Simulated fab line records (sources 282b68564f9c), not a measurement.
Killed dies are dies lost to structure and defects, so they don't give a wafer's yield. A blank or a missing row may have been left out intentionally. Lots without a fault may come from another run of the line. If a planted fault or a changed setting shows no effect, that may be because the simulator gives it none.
Lot-split experiment -- flow ritCmos -- 5 lots, 23 wafers read, on a route of 202 steps

## ON THE SPLIT
At RIT_GATE_DEVELOP_15 (develop time 50 s), the setting developTimeS was moved away from the recipe's 50 s on 7 of the 23 wafers read, by -10.8% to +12.0%. For the rest of the wafers, this setting stayed at what the recipe calls for.

## FROM THE SPLIT TO THE READING: what the file shows between them, 12 steps
- RIT_NLDD_COAT_01: resist thk 1000 nm (also split here: spinRpm)
- RIT_NLDD_SOFTBAKE_02: time 60 s
- RIT_NLDD_EXPOSE_03: exposes mask M7, target cd 40700 nm
- RIT_NLDD_DEVELOP_05: develop time 50 s
- RIT_NLDD_HARDBAKE_07: time 60 s
- RIT_NLDD_IMPLANT_08 (also split here: doseCm2)
- RIT_PLDD_IMPLANT_08 (also split here: energyKev)
- RIT_PSD_COAT_01: resist thk 1000 nm (also split here: spinRpm)
- RIT_PSD_SOFTBAKE_02: time 60 s
- RIT_PSD_EXPOSE_03: exposes mask M10, target cd 40900 nm
- RIT_PSD_DEVELOP_05: develop time 50 s
- RIT_PSD_HARDBAKE_07: time 60 s

## THE READING
etest.nmos_0p15.driveUaUm (the simulator's own value, which no gauge read), at RIT_M1_PROBE_99. The file does not state a usual value for it. Average 497.5, standard deviation 36, over the 16 wafers here run with the recipe.

wafer,"tool, chamber at the split","developTimeS as run, s",against the recipe,etest.nmos_0p15.driveUaUm,against lot-mates on the recipe
L074.2,"lithoTrack-04, 0",50,recipe,505.3,-
L074.5,"lithoTrack-04, 0",50,recipe,505.6,-
L074.6,"lithoTrack-04, 0",50,recipe,502.6,-
L077.1,"lithoTrack-03, 0",50,recipe,470.1,-
L077.2,"lithoTrack-03, 0",50,recipe,474.8,-
L077.3,"lithoTrack-03, 0",55.99,+12.0%,582.4,+113.5
L077.4,"lithoTrack-03, 0",50,recipe,461.8,-
L077.5,"lithoTrack-03, 0",55.99,+12.0%,573,+104.1
L078.1,"lithoTrack-03, 0",44.61,-10.8%,392.5,-61.9
L078.2,"lithoTrack-03, 0",50,recipe,454.8,-
L078.3,"lithoTrack-03, 0",50,recipe,453.9,-
L078.4,"lithoTrack-03, 0",44.61,-10.8%,375.6,-78.8
L078.6,"lithoTrack-03, 0",44.61,-10.8%,377.3,-77.1
L081.1,"lithoTrack-03, 0",50,recipe,471.2,-
L081.2,"lithoTrack-03, 0",50,recipe,468.7,-
L081.3,"lithoTrack-03, 0",50,recipe,470,-
L081.4,"lithoTrack-03, 0",52.16,+4.3%,505.9,+35.9
L081.5,"lithoTrack-03, 0",52.16,+4.3%,505,+35.0
L084.2,"lithoTrack-01, 0",50,recipe,549.2,-
L084.3,"lithoTrack-01, 0",50,recipe,548,-
L084.4,"lithoTrack-01, 0",50,recipe,567,-
L084.5,"lithoTrack-01, 0",50,recipe,529,-
L084.6,"lithoTrack-01, 0",50,recipe,528.7,-

FIT RESULTS
A straight line over all 23 wafers: etest.nmos_0p15.driveUaUm changes by +8.52 for each +1% of developTimeS; r = +0.82; the points scatter about the line by 34.
The same after taking each lot's own level away (the mean of its wafers on the recipe; 23 wafers): +7.81 for each +1%; r = +0.98; scatter 9.8.
On that fit, the largest move of developTimeS shifts the reading by 94.
From 454.35 to 544.38: that is the span of the lots' own levels, equal to 2.5 times the standard deviation above.
The two slopes agree, so the slope changes little with the lot-to-lot level.
Check: for one of the wafers moved furthest among these (+12.0%), held out of the fit, the line's prediction against its lot-mates is +90.8. Against them it came out at +113.

## ADDITIONAL SPLITS CARRIED BY THESE WAFERS
These wafers also went through other splits before the reading. Each is held against what the fit with the lots' levels taken away leaves over:
other split on the same wafers,wafers away from the commonest value,r with etest.nmos_0p15.driveUaUm (lot level and that fit taken away)
RIT_ACTIVE_OXIDATION_01 oxTimeS,10,-0.21
RIT_ACTIVE_COAT_06 spinRpm,6,-0.06
RIT_FOX2_OXIDATION_00 oxTimeS,18,+0.16
RIT_NWELL_IMPLANT_08 energyKev,10,-0.08
RIT_PWELL_IMPLANT_08 doseCm2,12,-0.24
RIT_PRETRO_COAT_01 resistThkNm,7,-0.04
RIT_NLDD_COAT_01 spinRpm,5,-0.05
RIT_NLDD_IMPLANT_08 doseCm2,12,+0.14
RIT_PLDD_IMPLANT_08 energyKev,4,+0.25
RIT_PSD_COAT_01 spinRpm,7,-0.24

## THE WHOLE CHAIN: every reading that the file lists as answering this split, in the file's order
step,what it does,reading,change (the file's fit),r (the file's)
RIT_M1_PROBE_99,,"etest.pmos_0p3.rOnOhmUm (the simulator's own value, which no gauge read)",-42.1 for each +1% of the setting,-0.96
RIT_M1_PROBE_99,,"etest.pmosTurned.rOnOhmUm (the simulator's own value, which no gauge read)",-41.5 for each +1% of the setting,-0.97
RIT_M1_PROBE_99,,"etest.pmos_0p15.rOnOhmUm (the simulator's own value, which no gauge read)",-41.3 for each +1% of the setting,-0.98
RIT_M1_PROBE_99,,"etest.nmosTurned.driveUaUm (the simulator's own value, which no gauge read)",+4.22 for each +1% of the setting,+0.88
RIT_M1_PROBE_99,,"etest.nmos_0p15.driveUaUm (the simulator's own value, which no gauge read)",+8.04 for each +1% of the setting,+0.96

## THE FILE'S OWN FIT
etest.nmos_0p15.driveUaUm changes by +8.04 for each +1% of developTimeS, r = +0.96.
